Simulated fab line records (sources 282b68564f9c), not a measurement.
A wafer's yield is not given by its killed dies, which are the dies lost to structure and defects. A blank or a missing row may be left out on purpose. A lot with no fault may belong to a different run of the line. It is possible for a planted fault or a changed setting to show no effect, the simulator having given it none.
Commonality check across tools :: flow ritCmos :: 39 wafers sampled across 13 lots

WHAT PROMPTED THE OPENING
RIT_PLDD_TW_MEAS_10, reading PLDD_TW: flagged on 1 of 13 lots. Wafers without a fault read 2353, standard deviation 16.
Rule: a lot gets a flag if all its wafers with a number sit over 4 standard deviations from that mean, or if no wafer of it has a number. The other lots count as sound.

lot: L745
measured: day 3 09:20
on: filmMetro-02
PLDD_TW, wafer by wafer: 2337 2322 2322
flag: 

lot: L746
measured: day 3 16:36
on: filmMetro-04
PLDD_TW, wafer by wafer: 2341 2356 2367
flag: 

lot: L748
measured: day 3 21:10
on: filmMetro-02
PLDD_TW, wafer by wafer: 2311 2321 2327
flag: 

lot: L747
measured: day 3 21:19
on: filmMetro-04
PLDD_TW, wafer by wafer: 2356 2363 2351
flag: 

lot: L752
measured: day 4 19:34
on: filmMetro-03
PLDD_TW, wafer by wafer: 2374 2375 2375
flag: 

lot: L754
measured: day 5 05:08
on: filmMetro-02
PLDD_TW, wafer by wafer: 2340 2341 2345
flag: 

lot: L755
measured: day 5 12:59
on: filmMetro-04
PLDD_TW, wafer by wafer: 2362 2366 2353
flag: 

lot: L756
measured: day 5 18:54
on: filmMetro-04
PLDD_TW, wafer by wafer: 2363 2364 2364
flag: 

lot: L758
measured: day 6 04:01
on: filmMetro-02
PLDD_TW, wafer by wafer: 30 30 30
flag: FLAGGED

lot: L759
measured: day 6 04:49
on: filmMetro-02
PLDD_TW, wafer by wafer: 2343 2342 2349
flag: 

lot: L761
measured: day 6 17:35
on: filmMetro-03
PLDD_TW, wafer by wafer: 2363 2357 2372
flag: 

lot: L765
measured: day 7 08:16
on: filmMetro-04
PLDD_TW, wafer by wafer: 2368 2347 2350
flag: 

lot: L766
measured: day 7 17:46
on: filmMetro-04
PLDD_TW, wafer by wafer: 2357 2349 2358
flag: 
Averaged over the flagged lots the numbers come to 30, -2323 from the usual (-99 or more standard deviations).

TOOL THAT RAN EACH LOT
The record keeps 1 process step preceding the reading, out of 202 steps on the route. Cell contents, in order: the tool; ch with the chambers the sampled wafers went through; the start.
lot: L745
flag: 
RIT_NLDD_STRIP_09: plasmaAsher-03 ch 0,1, day 3 07:36

lot: L746
flag: 
RIT_NLDD_STRIP_09: plasmaAsher-01 ch 0,1, day 3 14:53

lot: L748
flag: 
RIT_NLDD_STRIP_09: plasmaAsher-02 ch 1, day 3 19:17

lot: L747
flag: 
RIT_NLDD_STRIP_09: plasmaAsher-03 ch 0,1, day 3 19:32

lot: L752
flag: 
RIT_NLDD_STRIP_09: plasmaAsher-02 ch 0,1, day 4 17:28

lot: L754
flag: 
RIT_NLDD_STRIP_09: plasmaAsher-01 ch 0,1, day 5 03:29

lot: L755
flag: 
RIT_NLDD_STRIP_09: plasmaAsher-03 ch 0,1, day 5 11:24

lot: L756
flag: 
RIT_NLDD_STRIP_09: plasmaAsher-02 ch 0,1, day 5 17:18

lot: L758
flag: FLAGGED
RIT_NLDD_STRIP_09: plasmaAsher-02 ch 0,1, day 6 02:20

lot: L759
flag: 
RIT_NLDD_STRIP_09: plasmaAsher-01 ch 0,1, day 6 03:10

lot: L761
flag: 
RIT_NLDD_STRIP_09: plasmaAsher-03 ch 0,1, day 6 15:58

lot: L765
flag: 
RIT_NLDD_STRIP_09: plasmaAsher-03 ch 1, day 7 06:40

lot: L766
flag: 
RIT_NLDD_STRIP_09: plasmaAsher-01 ch 0,1, day 7 16:10
These steps, and what they do:
- RIT_NLDD_STRIP_09: strips in O2, time 180 s.
- RIT_PLDD_TW_MEAS_10

FLAGGED AGAINST TOTAL, ONE TOOL AT A TIME (gauges that did the reading follow at the end)
step: RIT_NLDD_STRIP_09
tool: plasmaAsher-01
lots run: 4
flagged: 0
share of the flagged lots: none
sound lots run after its first flagged lot: -

step: RIT_NLDD_STRIP_09
tool: plasmaAsher-02
lots run: 4
flagged: 1
share of the flagged lots: all
sound lots run after its first flagged lot: 0

step: RIT_NLDD_STRIP_09
tool: plasmaAsher-03
lots run: 5
flagged: 0
share of the flagged lots: none
sound lots run after its first flagged lot: -

step: RIT_PLDD_TW_MEAS_10
tool: filmMetro-02
lots run: 5
flagged: 1
share of the flagged lots: all
sound lots run after its first flagged lot: 1 (L759)

step: RIT_PLDD_TW_MEAS_10
tool: filmMetro-03
lots run: 2
flagged: 0
share of the flagged lots: none
sound lots run after its first flagged lot: -

step: RIT_PLDD_TW_MEAS_10
tool: filmMetro-04
lots run: 6
flagged: 0
share of the flagged lots: none
sound lots run after its first flagged lot: -

WHAT THE TABLE ALLOWS
Rows of the table that ran all the flagged lots, 2 in number: plasmaAsher-02 at RIT_NLDD_STRIP_09; filmMetro-02 at RIT_PLDD_TW_MEAS_10.
- plasmaAsher-02 at RIT_NLDD_STRIP_09 ran 4 lots, 1 of them flagged. Last sound lot L756 at day 5 17:18, first flagged lot L758 at day 6 02:20; a fault beginning in between fits. Its own readings lie more than 4 standard deviations out on every wafer of the flagged lots: runLengthS.
- filmMetro-02 at RIT_PLDD_TW_MEAS_10 ran 5 lots, 1 of them flagged. Sound lots ran on it after the first flagged one (L759), which a lasting fault on the whole tool wouldn't allow.
Left over: one tool, plasmaAsher-02 at RIT_NLDD_STRIP_09.

WHAT THE SIMULATOR HAD INSERTED
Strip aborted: plasmaAsher-02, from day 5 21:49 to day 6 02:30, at RIT_NLDD_STRIP_09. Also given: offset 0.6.
Lots struck among those shown: L758. The rule above reached the same finding.
